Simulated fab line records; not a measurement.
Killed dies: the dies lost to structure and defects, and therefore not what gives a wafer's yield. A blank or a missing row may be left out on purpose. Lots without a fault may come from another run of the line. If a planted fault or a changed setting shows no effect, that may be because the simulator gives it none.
Matching of chambers + flow berkeley cmos170 + 4 sister chambers for UCB170_ZERO_ETCH_06 on rie diel-04
The step etches SiO2 in CHF3/CF4/Ar, time 12 s. 8 wafers are shown with their chamber, then 11 later ones without.

== WAFERS PAIRED WITH THEIR CHAMBERS ==
| wafer  | chamber | drypump motor current A (A) | throttle valve pct (%) |
|--------|---------|-----------------------------|------------------------|
| L078.2 | 1       | 5.84                        | 9.42                   |
| L083.1 | 3       | 5.87                        | 9.40                   |
| L083.4 | 0       | 5.69                        | 9.35                   |
| L083.5 | 3       | 5.92                        | 9.42                   |
| L085.1 | 2       | 6.20                        | 9.30                   |
| L085.2 | 1       | 5.85                        | 9.41                   |
| L085.5 | 2       | 6.18                        | 9.29                   |
| L092.3 | 0       | 5.66                        | 9.36                   |

== WAFERS WITH NO CHAMBER GIVEN ==
| wafer  | drypump motor current A (A) | throttle valve pct (%) |
|--------|-----------------------------|------------------------|
| L092.4 | 6.16                        | 9.31                   |
| L092.5 | 5.88                        | 9.40                   |
| L093.1 | 5.68                        | 9.35                   |
| L093.2 | 5.82                        | 9.41                   |
| L093.5 | 5.89                        | 9.41                   |
| L095.1 | 5.69                        | 9.35                   |
| L095.2 | 5.89                        | 9.41                   |
| L095.3 | 5.83                        | 9.42                   |
| L096.1 | 5.85                        | 9.41                   |
| L096.3 | 6.15                        | 9.29                   |
| L096.5 | 5.85                        | 9.43                   |

== WHICH CHAMBER EACH ONE RAN IN ==
| wafer  | from the rows above     | in truth |
|--------|-------------------------|----------|
| L092.4 | 2                       | 2        |
| L092.5 | can't be placed: 3 or 1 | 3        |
| L093.1 | 0                       | 0        |
| L093.2 | 1                       | 1        |
| L093.5 | can't be placed: 3 or 1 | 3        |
| L095.1 | 0                       | 0        |
| L095.2 | can't be placed: 3 or 1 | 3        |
| L095.3 | 1                       | 1        |
| L096.1 | can't be placed: 1 or 3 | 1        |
| L096.3 | 2                       | 2        |
| L096.5 | can't be placed: 1 or 3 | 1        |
6 of 11 placed correctly. Not placeable from these rows: 5 (in 5, the candidates include the true chamber). 0 placed wrongly.
How it was worked out, from the rows above alone: a wafer's distance from a chamber is the root of the sum, over the readings, of the square of ((its reading less the chamber's mean) divided by the reading's scatter). If the next closest chamber is less than 2 further off than the closest, the wafer can't be placed; otherwise it belongs to the closest. A chamber's mean is the mean of its shown wafers. The scatter is the square root of a quotient: the sum, over the shown wafers, of each reading's squared deviation from its chamber's mean, divided by wafers minus chambers.
